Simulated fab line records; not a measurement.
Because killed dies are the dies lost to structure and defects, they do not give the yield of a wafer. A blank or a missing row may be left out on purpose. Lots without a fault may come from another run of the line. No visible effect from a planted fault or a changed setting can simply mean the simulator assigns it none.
Tool commonality check + flow ritCmos + Sample size 14 lots and 42 wafers

WHAT PROMPTED THE OPENING
Of 14 lots, 2 have the reading NLDD_RS flagged at RIT_SDANNEAL_RS_MEAS_07. Wafers without a fault read 151.8 ohm/sq, standard deviation 0.47.
Rule: a lot gets a flag if all its wafers with a number sit over 4 standard deviations from that mean, or if no wafer of it has a number. As for the other lots, they are considered sound.

| lot  | measured    | on           | NLDD_RS (ohm/sq), wafer by wafer | flag    |
|------|-------------|--------------|----------------------------------|---------|
| L107 | day 3 02:31 | filmMetro-04 | 152.3 152.4 151.8                |         |
| L109 | day 3 18:06 | filmMetro-04 | 151.5 151.4 151.3                |         |
| L110 | day 3 23:55 | filmMetro-04 | 151.2 151.8 151.5                |         |
| L111 | day 4 03:49 | filmMetro-02 | 152.0 152.0 152.3                |         |
| L112 | day 4 07:10 | filmMetro-04 | 151.8 151.6 151.6                |         |
| L113 | day 4 16:30 | filmMetro-04 | 151.5 152.1 152.0                |         |
| L114 | day 4 21:11 | filmMetro-01 | 151.0 151.0 151.2                |         |
| L118 | day 5 14:01 | filmMetro-01 | 152.2 152.1 152.5                |         |
| L120 | day 5 23:50 | filmMetro-04 | 151.8 151.7 152.0                |         |
| L121 | day 6 06:05 | filmMetro-04 | 159.1 158.2 159.1                | FLAGGED |
| L123 | day 6 17:32 | filmMetro-02 | 158.3 157.9 158.1                | FLAGGED |
| L125 | day 6 21:19 | filmMetro-01 | 153.0 152.2 152.3                |         |
| L129 | day 7 18:12 | filmMetro-04 | 151.5 152.2 151.4                |         |
| L130 | day 8 01:10 | filmMetro-04 | 151.3 152.0 151.9                |         |
On average the flagged lots' numbers are 158.4 ohm/sq, which is +6.6 ohm/sq against the usual, or +14 standard deviations.

WHICH TOOL RAN EACH LOT
Before the reading, the record contains 2 process steps out of a 202-step route. Read each cell as the tool, then ch plus the chambers that the sampled wafers visited, then the start.
| lot  | flag    | RIT_PWELL_STRIP_09                 | RIT_NLDD_IMPLANT_08            |
|------|---------|------------------------------------|--------------------------------|
| L107 |         | plasmaAsher-03 ch 0,1, day 1 23:51 | implanter-03 ch 0, day 2 18:26 |
| L109 |         | plasmaAsher-01 ch 0,1, day 2 10:49 | implanter-03 ch 0, day 3 09:33 |
| L110 |         | plasmaAsher-01 ch 0,1, day 2 14:50 | implanter-04 ch 0, day 3 15:54 |
| L111 |         | plasmaAsher-03 ch 0,1, day 2 20:09 | implanter-03 ch 0, day 3 19:39 |
| L112 |         | plasmaAsher-01 ch 0,1, day 3 00:44 | implanter-02 ch 0, day 3 22:52 |
| L113 |         | plasmaAsher-01 ch 0,1, day 3 06:41 | implanter-04 ch 0, day 4 06:19 |
| L114 |         | plasmaAsher-01 ch 0,1, day 3 15:04 | implanter-04 ch 0, day 4 12:58 |
| L118 |         | plasmaAsher-03 ch 0,1, day 4 08:03 | implanter-04 ch 0, day 5 05:36 |
| L120 |         | plasmaAsher-01 ch 1, day 4 21:04   | implanter-04 ch 0, day 5 15:23 |
| L121 | FLAGGED | plasmaAsher-04 ch 0,1, day 5 00:07 | implanter-04 ch 0, day 5 21:28 |
| L123 | FLAGGED | plasmaAsher-01 ch 0,1, day 5 09:04 | implanter-04 ch 0, day 6 09:14 |
| L125 |         | plasmaAsher-04 ch 0,1, day 5 17:20 | implanter-02 ch 0, day 6 13:21 |
| L129 |         | plasmaAsher-03 ch 0,1, day 6 13:27 | implanter-03 ch 0, day 7 09:50 |
| L130 |         | plasmaAsher-03 ch 0,1, day 6 21:03 | implanter-03 ch 0, day 7 17:08 |
These steps, and what they do:
- RIT_PWELL_STRIP_09: strips in O2, time 180 s.
- RIT_NLDD_IMPLANT_08
- RIT_SDANNEAL_RS_MEAS_07: measures by four-point-probe.

FLAGGED AGAINST TOTAL, ONE TOOL AT A TIME (gauges that did the reading follow at the end)
| step                    | tool           | lots run | flagged | share of the flagged lots | sound lots run after its first flagged lot |
|-------------------------|----------------|----------|---------|---------------------------|--------------------------------------------|
| RIT_PWELL_STRIP_09      | plasmaAsher-01 | 7        | 1       | some                      | 0                                          |
| RIT_PWELL_STRIP_09      | plasmaAsher-03 | 5        | 0       | none                      | -                                          |
| RIT_PWELL_STRIP_09      | plasmaAsher-04 | 2        | 1       | some                      | 1 (L125)                                   |
| RIT_NLDD_IMPLANT_08     | implanter-02   | 2        | 0       | none                      | -                                          |
| RIT_NLDD_IMPLANT_08     | implanter-03   | 5        | 0       | none                      | -                                          |
| RIT_NLDD_IMPLANT_08     | implanter-04   | 7        | 2       | all                       | 0                                          |
| RIT_SDANNEAL_RS_MEAS_07 | filmMetro-01   | 3        | 0       | none                      | -                                          |
| RIT_SDANNEAL_RS_MEAS_07 | filmMetro-02   | 2        | 1       | some                      | 0                                          |
| RIT_SDANNEAL_RS_MEAS_07 | filmMetro-04   | 9        | 1       | some                      | 2 (L129,L130)                              |

WHAT THE TABLE PERMITS
All flagged lots share 1 row of the table, namely implanter-04 at RIT_NLDD_IMPLANT_08.
- implanter-04 at RIT_NLDD_IMPLANT_08 ran 7 lots, 2 of them flagged. Last sound lot L120 at day 5 15:23, first flagged lot L121 at day 5 21:28; a fault beginning in between fits. Its own readings lie more than 4 standard deviations out on every wafer of the flagged lots: doseIonsCm2.
What remains is a single tool, implanter-04 at RIT_NLDD_IMPLANT_08.

WHAT THE SIMULATOR HAD INSERTED
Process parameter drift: implanter-04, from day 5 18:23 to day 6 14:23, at RIT_NLDD_IMPLANT_08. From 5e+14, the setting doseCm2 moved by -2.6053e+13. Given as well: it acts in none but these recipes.
Struck lots among those shown: L121, L123. Same finding as the rule above.
